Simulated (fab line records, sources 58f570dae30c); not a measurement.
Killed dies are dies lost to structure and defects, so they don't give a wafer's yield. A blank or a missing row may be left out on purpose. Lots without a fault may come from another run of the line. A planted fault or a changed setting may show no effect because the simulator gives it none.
fab line records | flow berkeley_cmos170
record lots=5 wafers=23
route steps=331 shown M3@310
start_h: hours from the record's first day to the start of the lot's first wafer shown | wait_h: hours since the lot's step before | " the same as in the row above | L1.1+2: a row that stands for several wafers | - no value, or no start given | * or withheld: withheld | < > ~ a bound
route shown NAME@n: a module of which the file shows steps, and the number in the route of the first | usual: mean/standard deviation of fault-free wafers | same: alike in all rows | chamber/n: place in a boat | sites: the reading at each site | _std_site: their standard deviation | _edge_site: outer sites' mean less inner sites' | radius_mm: how far each site lies from the wafer's centre | mask NAME#n: copy n | behind: the tool/chamber that last shaped the wafer | hold: why the lot was held/for how many hours/how that ended | device: the transistor (n, p or np) that didn't switch | end of line: the same wafers' tests at the end of the route | a step without rows: its recipe alone | killed: dies lost to structure and defects at the first sort, not the wafer's yield | map: a wafer's dies, x killed, . not, _ none there
set.NAME: the setting as run; set.NAME@STEP: as run at that earlier step | model.NAME: the simulator's own value behind a step, which no gauge read
lots whose settings were changed on purpose; a table a step, a row a wafer
## steps
# step UCB170_M3_SPUTTER_01
# recipe material=Al target_thk_nm=900 time_s=120 power_w=6000 chamber_pressure_pa=0.5
# columns lot.wafer tool chamber start_h wait_h set.power_w model.Al_of_M3_SPUTTER_01.thk_nm
L074.1 pvd_sputter-01 - 141.66 0.0 6298 964.7
L074.3 " - " " 6298 950
L074.4 " - " " 6000 900.6
L074.5 " - " " 6000 905.3
L074.6 " - " " 6298 949.1
L077.1 pvd_sputter-04 - 169.34 0.0 6000 894.4
L077.2 " - " " 6000 885.7
L077.3 " - " " 6000 888.4
L077.4 " - " " 6000 902.6
L077.6 " - " " 6000 894.6
L078.1 pvd_sputter-04 - 181.07 0.0 6000 909.9
L078.3 " - " " 6000 897.3
L078.4 " - " " 6000 904.1
L078.5 " - " " 6000 895.3
L078.6 " - " " 6000 900.3
L084.1 pvd_sputter-03 - 200.87 0.0 6711 989.5
L084.2 " - " " 6000 892.7
L084.3 " - " " 6711 1004
L084.4 " - " " 6000 899.4
L084.5 " - " " 6711 992.3
L085.1 pvd_sputter-04 - 210.06 0.0 6000 889.1
L085.3 " - " " 6000 903.7
L085.4 " - " " 6000 897.2
# step UCB170_M3_RS_MEAS_02
# recipe thk_meas_gauge=four-point-probe reads=Al_of_M3_SPUTTER_01
# usual M3_AL_RS=0.0322/0.00034
# columns lot.wafer tool chamber start_h wait_h set.power_w@M3_SPUTTER_01 M3_AL_RS[ohm/sq]
L074.1 film_metro-01 - 141.74 0.0 6298 0.0300
L074.3 " - " " 6298 0.0305
L074.4 " - " " 6000 0.0322
L074.5 " - " " 6000 0.0320
L074.6 " - " " 6298 0.0304
L077.1 film_metro-01 - 169.42 0.0 6000 0.0323
L077.2 " - " " 6000 0.0327
L077.3 " - " " 6000 0.0326
L077.4 " - " " 6000 0.0321
L077.6 " - " " 6000 0.0325
L078.1 film_metro-01 - 181.15 0.0 6000 0.0318
L078.3 " - " " 6000 0.0323
L078.4 " - " " 6000 0.0320
L078.5 " - " " 6000 0.0324
L078.6 " - " " 6000 0.0322
L084.1 film_metro-04 - 200.95 0.0 6711 0.0292
L084.2 " - " " 6000 0.0324
L084.3 " - " " 6711 0.0287
L084.4 " - " " 6000 0.0322
L084.5 " - " " 6711 0.0292
L085.1 film_metro-01 - 210.14 0.0 6000 0.0325
L085.3 " - " " 6000 0.0320
L085.4 " - " " 6000 0.0324
# step UCB170_M3_THK_MEAS_03
# recipe thk_meas_gauge=xrf reads=Al_of_M3_SPUTTER_01
# usual M3_AL_THK=896/10
# columns lot.wafer tool chamber start_h wait_h set.power_w@M3_SPUTTER_01 M3_AL_THK[nm]
L074.1 film_metro-01 - 141.86 0.1 6298 969
L074.3 " - " " 6298 950
L074.4 " - " " 6000 904
L074.5 " - " " 6000 910
L074.6 " - " " 6298 953
L077.1 film_metro-01 - 169.54 0.1 6000 898
L077.2 " - " " 6000 892
L077.3 " - " " 6000 889
L077.4 " - " " 6000 907
L077.6 " - " " 6000 896
L078.1 film_metro-01 - 181.27 0.1 6000 911
L078.3 " - " " 6000 900
L078.4 " - " " 6000 902
L078.5 " - " " 6000 896
L078.6 " - " " 6000 901
L084.1 film_metro-04 - 201.07 0.1 6711 993
L084.2 " - " " 6000 896
L084.3 " - " " 6711 1002
L084.4 " - " " 6000 903
L084.5 " - " " 6711 994
L085.1 film_metro-01 - 210.26 0.1 6000 881
L085.3 " - " " 6000 898
L085.4 " - " " 6000 889
# step UCB170_M3_ETCH_17
# recipe chemistry=N2/H2 target_depth_a=withheld overetch_a=withheld target=BARC time_s=withheld source_w=500 bias_w=100 pressure_mtorr=30 n2_flow_sccm=100 h2_flow_sccm=200
# columns lot.wafer tool chamber start_h wait_h set.pressure_mtorr
L074.1+3+4+5+6 rie_diel-04 2,0,3,1,0 146.81 0.0 34.11
L077.1+2+3+4+6 rie_diel-02 1,3,0,2,1 172.24 0.0 33.55
L078.1+3+4+5+6 rie_diel-03 3,1,3,0,1 183.50 0.0 27.53
L084.1+2+3+4+5 rie_diel-04 1,2,0,3,3 203.33 0.0 27.54
L085.1+3+4 rie_diel-04 2,0,3 212.06 0.0 30
# step UCB170_M3_METAL_ETCH_18
# recipe chemistry=Cl2/BCl3 target=Al stop_on=SiO2 pressure_mtorr=12 target_depth_a=11700 over_etch_frac=0.3 time_s=189.5 icp_w=600 bias_w=120 Cl2_flow_sccm=90 bcl3_flow_sccm=45
# usual oes_product_au=0.859/0.014
# columns lot.wafer tool chamber start_h wait_h set.power_w@M3_SPUTTER_01 oes_product_au
L074.1 rie_metal-02 1 146.86 - 6298 0.886
L074.3 " 1 " " 6298 0.868
L074.4 " 0 " " 6000 0.863
L074.5 " 1 " " 6000 0.849
L074.6 " 0 " " 6298 0.891
L077.1 rie_metal-03 0 172.29 - 6000 0.877
L077.2 " 1 " " 6000 0.832
L077.3 " 0 " " 6000 0.877
L077.4 " 1 " " 6000 0.842
L077.6 " 0 " " 6000 0.874
L078.1 rie_metal-02 1 183.54 - 6000 0.852
L078.3 " 1 " " 6000 0.855
L078.4 " 1 " " 6000 0.852
L078.5 " 1 " " 6000 0.844
L078.6 " 1 " " 6000 0.851
L084.1 rie_metal-02 0 203.37 - 6711 0.922
L084.2 " 1 " " 6000 0.847
L084.3 " 0 " " 6711 0.923
L084.4 " 1 " " 6000 0.848
L084.5 " 0 " " 6711 0.923
L085.1 rie_metal-01 0 212.10 - 6000 0.870
L085.3 " 1 " " 6000 0.862
L085.4 " 0 " " 6000 0.875
## key
split step=UCB170_M3_SPUTTER_01 setting=power_w stated=6000 by=wafer
response step=UCB170_M3_SPUTTER_01 reading=model.Al_of_M3_SPUTTER_01.thk_nm change=+8.67 per=1% r=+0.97
response step=UCB170_M3_RS_MEAS_02 reading=M3_AL_RS change=-0.000289 per=1% r=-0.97
response step=UCB170_M3_THK_MEAS_03 reading=M3_AL_THK change=+8.47 per=1% r=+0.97
response step=UCB170_M3_METAL_ETCH_18 reading=oes_product_au change=+0.00614 per=1% r=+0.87
split step=UCB170_M3_ETCH_17 setting=pressure_mtorr stated=30 by=lot
response none clear
